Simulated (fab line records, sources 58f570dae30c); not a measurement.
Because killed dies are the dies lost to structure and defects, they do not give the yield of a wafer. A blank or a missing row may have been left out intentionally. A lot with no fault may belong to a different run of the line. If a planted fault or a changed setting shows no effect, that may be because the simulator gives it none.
A single fault, viewed from 2 desks	flow berkeleyCmos170	each desk has only its own numbers; what lay behind them comes last

## METROLOGY DESK
What the gauges read for every lot (on any tool): the sampled wafers with a number, averaged. Marked OUT: a lot whose mean sits more than 4 standard deviations from the usual mean, which makes it out of limits; the brackets give that distance.
Columns: A = PWELL_TW at UCB170_PWELL_TW_MEAS_17, usual 376.4; B = PFIELD_TW at UCB170_PFIELD_TW_MEAS_09, usual 593; C = NVT_OVL at UCB170_NVT_OVL_MEAS_06, usual -4 nm
lot	first seen here	A	B	C
L920	day 3 10:49	376.6	590	-6
L919	day 3 11:07	379.4	594	-7
L922	day 3 19:52	376.3	601	3
L925	day 4 23:24	374.4	588	2
L926	day 5 05:53	375.9	595	-4
L927	day 5 06:10	379.2	604	-11
L928	day 5 06:26	376.5	591	-2
L929	day 5 14:48	377.8	594	-7
L930	day 5 15:01	376.5	588	2
L935	day 6 20:09	375.0	592	-4
L939	day 7 15:23	374.0	687 (+23) OUT	7
L941	day 7 23:03	376.0	593	-4
L940	day 7 23:04	375.9	693 (+24) OUT	0
L942	day 8 06:20	377.7	593	-6
This desk finds L939, L940 out of limits, with the earliest case on L939 at day 9 05:47 (PFIELD_TW at UCB170_PFIELD_TW_MEAS_09). L920, L919, L922, L925, L926, L927, L928, L929, L930, L935, L941, L942 stayed within limits.

## THE TOOL OWNER'S DESK: implanter-03
UCB170_PFIELD_IMPLANT_07, tool's own readings: per-lot mean of the sampled wafers with a number, covering each lot this tool ran. Marked OUT: a lot whose mean sits more than 4 standard deviations from the usual mean, which makes it out of limits; the brackets give that distance.
Columns: A = doseIonsCm2 at UCB170_PFIELD_IMPLANT_07, usual 2.0001e+13; B = faradayCurrentUA at UCB170_PFIELD_IMPLANT_07, usual 63.4
lot	first seen here	A	B
L920	day 5 03:35	1.9981e+13	63.8
L928	day 7 00:38	2.0033e+13	63.1
L929	day 7 09:04	1.9983e+13	63.3
L939	day 9 05:32	3.2010e+13 (+99 or more) OUT	100.7 (+29) OUT
L940	day 9 15:04	3.2015e+13 (+99 or more) OUT	99.9 (+28) OUT
Finding of this desk: L939, L940 out of limits; the first was L939 at day 9 05:32, on doseIonsCm2 at UCB170_PFIELD_IMPLANT_07. L920, L928, L929 stayed within limits.

## BROUGHT TOGETHER
An alarm could have come from the tool owner's desk at day 9 05:32, on L939, L940.
An alarm was possible from the metrology desk at day 9 05:47, on L939, L940.
Every lot named ran UCB170_PFIELD_IMPLANT_07 on implanter-03.

## WHAT WAS PUT IN BY THE SIMULATOR
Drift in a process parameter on implanter-03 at UCB170_PFIELD_IMPLANT_07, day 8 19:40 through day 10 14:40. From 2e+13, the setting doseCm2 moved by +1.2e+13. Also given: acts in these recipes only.
Shown lots that were struck: L939, L940.
Fault start to first reading out of limits, in hours, per desk: tool owner, 10; metrology, 10.
